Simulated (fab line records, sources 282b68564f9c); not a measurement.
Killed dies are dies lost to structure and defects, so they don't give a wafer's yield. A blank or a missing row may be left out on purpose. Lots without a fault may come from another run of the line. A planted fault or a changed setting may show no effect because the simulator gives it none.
fab line records | flow rit_cmos
record lots=6 wafers=18 last_day=6
route steps=202 shown ACTIVE@1 M1@202
lots that met no fault: from a run of the same line without faults
start_h: hours from the record's first day to the start of the lot's first wafer shown | wait_h: hours since the lot's step before | " the same as in the row above | L1.1+2: a row that stands for several wafers | - no value, or no start given | * or withheld: withheld | < > ~ a bound
route shown NAME@n: a module of which the file shows steps, and the number in the route of the first | usual: mean/standard deviation of fault-free wafers | same: alike in all rows | chamber/n: place in a boat | sites: the reading at each site | _std_site: their standard deviation | _edge_site: outer sites' mean less inner sites' | radius_mm: how far each site lies from the wafer's centre | mask NAME#n: copy n | behind: the tool/chamber that last shaped the wafer | hold: why the lot was held/for how many hours/how that ended | device: the transistor (n, p or np) that didn't switch | end of line: the same wafers' tests at the end of the route | a step without rows: its recipe alone | killed: dies lost to structure and defects at the first sort, not the wafer's yield | map: a wafer's dies, x killed, . not, _ none there
set.NAME: the setting as run; set.NAME@STEP: as run at that earlier step | model.NAME: the simulator's own value behind a step, which no gauge read
lots at some steps of the route; a table a step, a row a wafer
services: from which hour (start_h, from the record's first day; less than 0 if before it) a tool's chamber was out of use, for how many hours, and why
## steps
# step RIT_ACTIVE_BOW_MEAS_00
# recipe mode=bow
# usual INCOMING_BOW=0/6.4
# columns lot.wafer tool chamber start_h wait_h INCOMING_BOW[um]
L394.1 film_metro-02 - 20.00 - 10
L394.3 " - " " -2
L394.5 " - " " 8
L395.1 film_metro-04 - 25.00 - 2
L395.2 " - " " 2
L395.6 " - " " -7
L404.3 film_metro-03 - 70.04 - -3
L404.5 " - " " 7
L404.6 " - " " 0
L405.1 film_metro-02 - 75.00 - 3
L405.2 " - " " -3
L405.6 " - " " 3
L406.1 film_metro-02 - 80.00 - -8
L406.2 " - " " 3
L406.4 " - " " -8
L409.3 film_metro-04 - 95.04 - -9
L409.4 " - " " -1
L409.5 " - " " -11
# step RIT_ACTIVE_OXIDATION_01
# recipe temp_c=1000 ambient=O2 target_thk_a=468 ox_time_s=3360
# step RIT_ACTIVE_THK_MEAS_02
# recipe reads=SiO2_of_ACTIVE_OXIDATION_01
# usual ACTIVE_OXIDE_THK=47.0/0.82
# columns lot.wafer tool chamber start_h wait_h ACTIVE_OXIDE_THK[nm]
L394.1 film_metro-03 - 22.05 0.0 47.2
L394.3 " - " " 46.4
L394.5 " - " " 46.0
L395.1 film_metro-02 - 27.62 0.0 46.7
L395.2 " - " " 46.8
L395.6 " - " " 47.3
L404.3 film_metro-02 - 72.31 0.0 46.9
L404.5 " - " " 47.5
L404.6 " - " " 47.1
L405.1 film_metro-02 - 78.12 0.0 47.3
L405.2 " - " " 46.9
L405.6 " - " " 47.0
L406.1 film_metro-02 - 83.01 0.0 46.9
L406.2 " - " " 46.7
L406.4 " - " " 46.6
L409.3 film_metro-02 - 97.42 0.0 45.7
L409.4 " - " " 46.6
L409.5 " - " " 45.6
# step RIT_ACTIVE_CVD_03
# recipe material=Si3N4 target_thk_nm=150 temp_c=810 precursor=SiH2Cl2/NH3 time_s=1500 pressure_mtorr=300 sih2cl2_flow_sccm=60 nh3_flow_sccm=150
# usual spike_tc_centre_C=812.4/1.1 spike_tc_load_C=833/3.5 spike_tc_source_C=830.7/1.3 susceptor_temp_C=810.1/0.35
# columns lot.wafer tool chamber start_h wait_h spike_tc_centre_C spike_tc_load_C spike_tc_source_C susceptor_temp_C model.Si3N4_of_ACTIVE_CVD_03.thk_nm
L394.1 lpcvd-02 1 22.11 0.1 812.5 830 829.8 810.3 148
L394.3 " 1 " " 813.4 828 831.5 810.6 149.5
L394.5 " 1 " " 811.5 831 829.7 810.3 149.1
L395.1 lpcvd-01 0 27.68 0.1 813.2 831 831.7 810.4 149.8
L395.2 " 0 " " 811.5 831 828.4 810.1 149.2
L395.6 " 0 " " 811.6 833 830.3 810.7 149.2
L404.3 lpcvd-01 0 72.35 0.0 859.0 875 876.1 854.5 251.6
L404.5 " 0 " " 857.2 876 876.5 854.4 251.5
L404.6 " 0 " " 858.7 878 873.7 855.3 251.5
L405.1 lpcvd-01 0 78.18 0.1 857.2 876 875.7 855.3 249.6
L405.2 " 0 " " 857.9 878 874.3 855.4 249.6
L405.6 " 0 " " 856.9 877 876.8 855.5 249.1
L406.1 lpcvd-02 1 83.07 0.1 810.7 829 830.6 809.7 149.7
L406.2 " 1 " " 812.3 829 829.2 809.9 149
L406.4 " 1 " " 810.8 830 832.8 810.2 149.6
L409.3 lpcvd-01 1 97.46 0.0 812.0 838 832.1 810.1 150.4
L409.4 " 1 " " 811.7 838 833.3 809.9 150.9
L409.5 " 1 " " 810.9 837 831.7 810.1 150.3
# step RIT_ACTIVE_THK_MEAS_04
# recipe reads=Si3N4_of_ACTIVE_CVD_03
# usual ACTIVE_NITRIDE_THK=149.1/1.1
# columns lot.wafer tool chamber start_h wait_h ACTIVE_NITRIDE_THK[nm]
L394.1 film_metro-02 - 23.53 0.0 148.0
L394.3 " - " " 149.5
L394.5 " - " " 149.1
L395.1 film_metro-02 - 29.11 0.0 149.7
L395.2 " - " " 149.4
L395.6 " - " " 149.4
L404.3 film_metro-04 - 74.50 0.0 251.8
L404.5 " - " " 251.6
L404.6 " - " " 251.6
L405.1 film_metro-02 - 79.59 0.0 249.4
L405.2 " - " " 249.9
L405.6 " - " " 249.0
L406.1 film_metro-03 - 84.49 0.0 149.7
L406.2 " - " " 149.0
L406.4 " - " " 149.6
L409.3 film_metro-03 - 98.89 0.0 150.3
L409.4 " - " " 151.0
L409.5 " - " " 150.2
# step RIT_ACTIVE_HMDS_05
# recipe prime_time_s=60 prime_temp_c=140
# step RIT_ACTIVE_COAT_06
# recipe resist=NOVOLAK spin_rpm=3250 resist_thk_nm=1000
# step RIT_ACTIVE_SOFTBAKE_07
# recipe resist=NOVOLAK temp_c=90 time_s=60
# step RIT_ACTIVE_EXPOSE_08
# recipe mask_id=M1 na=0.6 source_shape=conventional sigma_outer=0.6 target_cd_nm=1400 dose_mj=229.5
# step RIT_ACTIVE_PEB_09
# recipe resist=NOVOLAK temp_c=withheld time_s=withheld
# step RIT_ACTIVE_DEVELOP_10
# recipe resist=NOVOLAK develop_time_s=52.49 dev_temp_c=23
# step RIT_ACTIVE_CD_MEAS_11
# recipe target_cd_nm=1400
# usual cd_nm=1399.6/2.2
# columns lot.wafer tool chamber start_h wait_h cd_nm
L394.1 cd_sem-02 - 24.56 - 1400.2
L394.3 " - " " 1400.7
L394.5 " - " " 1400.0
L395.1 cd_sem-01 - 30.15 - 1402.0
L395.2 " - " " 1401.0
L395.6 " - " " 1399.9
L404.3 cd_sem-02 - 75.55 - 1399.8
L404.5 " - " " 1399.8
L404.6 " - " " 1403.1
L405.1 cd_sem-02 - 80.63 - 1402.9
L405.2 " - " " 1402.8
L405.6 " - " " 1402.3
L406.1 cd_sem-02 - 85.40 - 1400.6
L406.2 " - " " 1400.3
L406.4 " - " " 1402.1
L409.3 cd_sem-02 - 99.82 - 1398.9
L409.4 " - " " 1397.9
L409.5 " - " " 1398.1
# step RIT_ACTIVE_HARDBAKE_12
# recipe resist=NOVOLAK temp_c=140 time_s=60
# step RIT_ACTIVE_ETCH_13
# recipe stop_on=SiO2 chemistry=SF6 target=Si3N4 time_s=210 over_etch_frac=0.4 SF6_flow_sccm=200 pressure_mtorr=260 rf_w=125 target_depth_a=2100
# usual drypump_motor_current_A=5.7/0.48 oes_product_au=0.824/0.014 rf_fwd_power_W=124.6/0.4 throttle_valve_pct=7.52/0.13
# columns lot.wafer tool chamber start_h wait_h drypump_motor_current_A oes_product_au rf_fwd_power_W rf_hours_counter_h throttle_valve_pct model.etch.depth_nm model.ACTIVE.feature_depth_nm
L394.1 rie_diel-03 2 24.83 0.1 6.1 0.817 124.6 162 7.59 148 148.3
L394.3 " 0 " " 5.7 0.828 123.8 120 7.30 149.5 149.5
L394.5 " 1 " " 4.6 0.805 124.4 - 7.32 149.1 149.1
L395.1 rie_diel-04 0 30.42 0.1 5.9 0.826 123.7 123 7.59 149.8 149.8
L395.2 " 1 " " 5.6 0.827 124.6 3 7.54 149.2 149.2
L395.6 " 1 " " 5.6 0.830 124.9 - 7.54 149.2 149.2
L404.3 rie_diel-03 1 75.78 0.1 4.6 0.961 124.7 152 7.33 206.3 206.3
L404.5 " 2 " " 6.1 1.003 124.5 - 7.57 213.1 213.1
L404.6 " 3 " " 6.0 1.024 124.5 - 7.44 213.4 213.4
L405.1 rie_diel-04 0 80.90 0.1 5.9 0.995 124.4 124 7.59 203.5 203.5
L405.2 " 1 " " 5.6 0.999 124.7 4 7.55 207.4 207.4
L405.6 " 2 " " 5.5 0.997 124.6 - 7.56 213.9 213.9
L406.1 rie_diel-02 3 85.67 0.1 5.3 0.846 124.6 132 7.63 149.7 149.7
L406.2 " 0 " " 6.3 0.837 124.9 4 7.74 149 149
L406.4 " 2 " " 6.2 0.835 124.6 14 7.52 149.6 150
L409.3 rie_diel-02 2 100.05 0.1 6.2 0.842 124.9 14 7.51 150.4 150.8
L409.4 " 3 " " 5.3 0.843 125.1 132 7.64 150.9 150.9
L409.5 " 3 " " 5.3 0.849 125.3 - 7.64 150.3 150.3
# step RIT_ACTIVE_STRIP_14
# recipe chemistry=O2 time_s=180 resist=NOVOLAK platen_temp_c=withheld power_w=500 pressure_mtorr=4000 o2_flow_sccm=4000
# usual drypump_motor_current_A=5.6/0.39 o2_flow_sccm=3999/11
# columns lot.wafer tool chamber start_h wait_h drypump_motor_current_A o2_flow_sccm rf_hours_counter_h
L394.1 plasma_asher-04 0 24.97 0.1 5.6 3995 19
L394.3 " 1 " " 5.5 3999 -
L394.5 " 1 " " 5.5 4018 -
L395.1 plasma_asher-03 1 30.55 0.1 5.9 4005 42
L395.2 " 0 " " 4.9 3998 42
L395.6 " 1 " " 5.9 4005 -
L404.3 plasma_asher-02 0 75.97 0.1 5.9 3991 -
L404.5 " 1 " " 6.0 4007 -
L404.6 " 0 " " 5.9 3991 -
L405.1 plasma_asher-03 0 81.03 0.1 5.0 4018 46
L405.2 " 1 " " 6.0 3995 46
L405.6 " 1 " " 5.9 3971 -
L406.1 plasma_asher-03 1 85.80 0.1 5.9 4028 46
L406.2 " 0 " " 5.0 3999 46
L406.4 " 0 " " 5.0 4013 -
L409.3 plasma_asher-02 1 100.25 0.1 6.0 4018 -
L409.4 " 0 " " 5.9 4011 -
L409.5 " 0 " " 5.9 4009 -
# step RIT_ACTIVE_CD_MEAS_90
# recipe target_cd_nm=1400
# usual cd_nm=1399.6/2.2
# columns lot.wafer tool chamber start_h wait_h cd_nm
L394.1 cd_sem-01 - 25.14 0.1 1400.4
L394.3 " - " " 1400.6
L394.5 " - " " 1400.2
L395.1 cd_sem-02 - 30.73 0.1 1402.3
L395.2 " - " " 1400.7
L395.6 " - " " 1400.2
L404.3 cd_sem-01 - 76.13 0.1 1399.3
L404.5 " - " " 1399.5
L404.6 " - " " 1402.8
L405.1 cd_sem-01 - 81.21 0.1 1402.7
L405.2 " - " " 1402.7
L405.6 " - " " 1402.3
L406.1 cd_sem-01 - 85.98 0.1 1401.0
L406.2 " - " " 1400.4
L406.4 " - " " 1402.3
L409.3 cd_sem-02 - 100.40 0.1 1398.6
L409.4 " - " " 1398.6
L409.5 " - " " 1398.1
# step RIT_ACTIVE_CLEAN_15
# recipe chemistry=SC1 mix=3:3:50 time_s=600 temp_c=75
# step RIT_ACTIVE_CLEAN_16
# recipe chemistry=dHF dilution=50:1 time_s=30
# columns lot.wafer tool chamber start_h wait_h model.Si3N4_of_ACTIVE_CVD_03.thk_nm
L394.1 wet_bench-01 3 25.44 0.0 147.2
L394.3 " 3 " " 148.6
L394.5 " 3 " " 148.2
L395.1 wet_bench-01 3 31.02 0.0 149
L395.2 " 3 " " 148.3
L395.6 " 3 " " 148.4
L404.3 wet_bench-01 2 76.38 0.0 250.8
L404.5+6 " 2 " " 250.7
L405.1+2 wet_bench-01 1 81.50 0.0 248.8
L405.6 " 1 " " 248.3
L406.1 wet_bench-03 0 86.27 0.0 148.9
L406.2 " 0 " " 148.1
L406.4 " 0 " " 148.8
L409.3+5 wet_bench-02 0 100.66 0.0 149.5
L409.4 " 0 " " 150.1
# step RIT_ACTIVE_CLEAN_17
# recipe chemistry=SC2 mix=3:3:50 time_s=600 temp_c=75 dry=n2_spin
# step RIT_M1_PROBE_99
# usual killed_at_front_end=6.6/2.9 killed_dies=6.6/3 killed_on_rim=1.7/1.4 killed_open=3.4/2 killed_short=3.2/2
# same gross_dies=264 killed_at_M0_to_M3=0 killed_at_M4_up=0 killed_at_back_side=0 killed_at_contacts=0 killed_at_other=0
# columns lot.wafer tool chamber start_h wait_h killed_at_front_end killed_dies killed_on_rim killed_open killed_short
L394.1 prober-01 - 68.85 0.1 9 9 2 3 6
L394.3 prober-01 - 68.95 0.2 11 11 2 4 7
L394.5 prober-01 - 69.05 0.2 3 3 0 2 1
L395.1 prober-01 - 76.55 0.1 11 11 6 6 5
L395.2 prober-01 - 76.60 0.1 2 2 1 2 0
L395.6 prober-01 - 76.80 0.2 5 5 1 2 3
L404.3 prober-02 - 123.93 0.2 264 264 70 3 2
L404.5 prober-02 - 124.03 0.2 264 264 70 3 1
L404.6 prober-02 - 124.08 0.2 264 264 70 3 4
L405.1 prober-01 - 125.95 0.1 264 264 70 2 3
L405.2 prober-01 - 126.00 0.1 264 264 70 3 1
L405.6 prober-01 - 126.20 0.2 264 264 70 2 1
L406.1 prober-02 - 130.19 0.1 3 3 0 1 2
L406.2 prober-02 - 130.24 0.1 8 8 1 2 6
L406.4 prober-02 - 130.34 0.2 1 1 1 0 1
L409.3 prober-01 - 143.64 0.2 7 7 0 2 5
L409.4 prober-01 - 143.69 0.2 7 7 1 5 2
L409.5 prober-01 - 143.74 0.2 9 9 2 5 4
# killed by level:class
L394.1 GATE:geometric_particle:short=3 GATE:geometric_particle:open=2 FOX1:geometric_particle:short=1 REOX:geometric_particle:short=1 SPACER:geometric_particle:open=1 SPACER:geometric_particle:short=1
L394.3 GATE:geometric_particle:open=4 GATE:geometric_particle:short=4 FOX2:geometric_particle:short=1 REOX:geometric_particle:short=1 SPACER:geometric_particle:short=1
L394.5 GATE:geometric_particle:short=1 GATE:geometric_particle:open=1 REOX:geometric_particle:open=1
L395.1 GATE:geometric_particle:short=3 SPACER:geometric_particle:open=3 FOX1:geometric_particle:short=1 FOX2:geometric_particle:open=1 GATE:geometric_particle:open=1 REOX:geometric_particle:open=1 SILICIDE:geometric_particle:short=1
L395.2 FOX1:geometric_particle:open=1 GATE:geometric_particle:open=1
L395.6 FOX1:geometric_particle:open=1 GATE:geometric_particle:short=1 REOX:geometric_particle:short=1 SPACER:geometric_particle:open=1 SPACER:geometric_particle:short=1
L404.3 ACTIVE:area_etch=259 GATE:geometric_particle:short=2 SILICIDE:geometric_particle:open=2 SPACER:geometric_particle:open=1
L404.5 ACTIVE:area_etch=260 FOX1:geometric_particle:open=1 GATE:geometric_particle:short=1 REOX:geometric_particle:open=1 SILICIDE:geometric_particle:open=1
L404.6 ACTIVE:area_etch=257 GATE:geometric_particle:open=2 REOX:geometric_particle:short=2 FOX1:geometric_particle:open=1 GATE:geometric_particle:short=1 SILICIDE:geometric_particle:short=1
L405.1 ACTIVE:area_etch=259 GATE:geometric_particle:short=3 GATE:geometric_particle:open=1 SILICIDE:geometric_particle:open=1
L405.2 ACTIVE:area_etch=260 REOX:geometric_particle:open=2 SPACER:geometric_particle:short=1 SPACER:geometric_particle:open=1
L405.6 ACTIVE:area_etch=261 SPACER:geometric_particle:open=2 FOX1:geometric_particle:short=1
L406.1 FOX1:geometric_particle:short=1 REOX:geometric_particle:open=1 REOX:geometric_particle:short=1
L406.2 GATE:geometric_particle:short=2 SPACER:geometric_particle:short=2 SILICIDE:geometric_particle:short=2 FOX1:geometric_particle:open=1 GATE:geometric_particle:open=1
L406.4 REOX:geometric_particle:short=1
L409.3 GATE:geometric_particle:short=4 GATE:geometric_particle:open=1 REOX:geometric_particle:short=1 SILICIDE:geometric_particle:open=1
L409.4 GATE:geometric_particle:open=3 FOX1:geometric_particle:short=1 REOX:geometric_particle:open=1 SILICIDE:geometric_particle:open=1 SILICIDE:geometric_particle:short=1
L409.5 GATE:geometric_particle:open=4 FOX1:geometric_particle:short=2 REOX:geometric_particle:short=1 REOX:geometric_particle:open=1 SILICIDE:geometric_particle:short=1
# map L404.3 (x killed, . not)
________xxxxxxx_______
_____xxxxxxxxxxxxx____
____xxxxxxxxxxxxxxx___
___xxxxxxxxxxxxxxxxx__
__xxxxxxxxxxxxxxxxxxx_
__xxxxxxxxxxxxxxxxxxx_
_xxxxxxxxxxxxxxxxxxxxx
_xxxxxxxxxxxxxxxxxxxxx
_xxxxxxxxxxxxxxxxxxxxx
_xxxxxxxxxxxxxxxxxxxxx
__xxxxxxxxxxxxxxxxxxx_
__xxxxxxxxxxxxxxxxxxx_
___xxxxxxxxxxxxxxxxx__
____xxxxxxxxxxxxxxx___
_____xxxxxxxxxxxxx____
________xxxxxxx_______
# map L405.1 (x killed, . not)
________xxxxxxx_______
_____xxxxxxxxxxxxx____
____xxxxxxxxxxxxxxx___
___xxxxxxxxxxxxxxxxx__
__xxxxxxxxxxxxxxxxxxx_
__xxxxxxxxxxxxxxxxxxx_
_xxxxxxxxxxxxxxxxxxxxx
_xxxxxxxxxxxxxxxxxxxxx
_xxxxxxxxxxxxxxxxxxxxx
_xxxxxxxxxxxxxxxxxxxxx
__xxxxxxxxxxxxxxxxxxx_
__xxxxxxxxxxxxxxxxxxx_
___xxxxxxxxxxxxxxxxx__
____xxxxxxxxxxxxxxx___
_____xxxxxxxxxxxxx____
________xxxxxxx_______
## services
# columns tool chamber start_h hours kind
rie_diel-04 3 14.88 6.9 repair
rie_diel-04 - 19.45 2.5 repair
plasma_asher-04 - 33.20 1.2 repair
plasma_asher-02 - 43.47 2.2 repair
rie_diel-04 - 46.44 2.8 pm
wet_bench-03 - 67.34 3.2 repair
plasma_asher-03 - 68.20 8.0 repair
plasma_asher-04 - 69.16 10.0 pm
rie_diel-03 2 81.28 - clean
rie_diel-03 2 81.28 27.5 scheduled_down
rie_diel-03 2 81.28 27.5 vent_cycle
plasma_asher-04 - 95.39 2.0 repair
## key
first_sign step=RIT_ACTIVE_CVD_03 reading=susceptor_temp_C direction=up sigmas=99+ usual=* struck=*
effect step=RIT_ACTIVE_CVD_03 reading=spike_tc_centre_C direction=up sigmas=40 usual=812.4 struck=857.8
effect step=RIT_ACTIVE_THK_MEAS_04 reading=ACTIVE_NITRIDE_THK direction=up sigmas=91 usual=149.1 struck=250.5
effect step=RIT_ACTIVE_ETCH_13 reading=oes_product_au direction=up sigmas=12 usual=0.824 struck=0.997
effect step=RIT_M1_PROBE_99 reading=killed_at_front_end direction=up sigmas=88 usual=6.6 struck=264
model_effect step=RIT_ACTIVE_CVD_03 value=Si3N4_of_ACTIVE_CVD_03.thk_nm without=148.3 struck=250.5
model_effect step=RIT_ACTIVE_ETCH_13 value=etch.depth_nm without=148.3 struck=209.6
model_effect step=RIT_ACTIVE_CLEAN_16 value=Si3N4_of_ACTIVE_CVD_03.thk_nm without=147.4 struck=249.7
more_kills_born_at RIT_ACTIVE_ETCH_13@rie_diel-04=780 RIT_ACTIVE_ETCH_13@rie_diel-03=776
met_at RIT_ACTIVE_CVD_03
struck_wafers L404.3,L404.5,L404.6,L405.1,L405.2,L405.6
later_rows_left_out L404.3,L404.5,L404.6,L405.1,L405.2,L405.6
tester_left_out L404,L405
onset_between 27.68 72.35
fault kind=process_parameter_drift tool=lpcvd-01 chamber=0 onset_h=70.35 steps=RIT_ACTIVE_CVD_03 channel=temp_c offset=* shape=step end_h=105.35 acts_in=* stated=*
# tester_left_out: of these lots the tester's yield and bins aren't shown, on N5 and GAA mostly nor the transistor test; their killed dies are dies lost to structure and defects alone, not to doping, threshold or leakage, so they don't give the yield
# later_rows_left_out: the simulator's readings of these wafers behind a module that went badly wrong aren't trusted and aren't shown, but for the sort
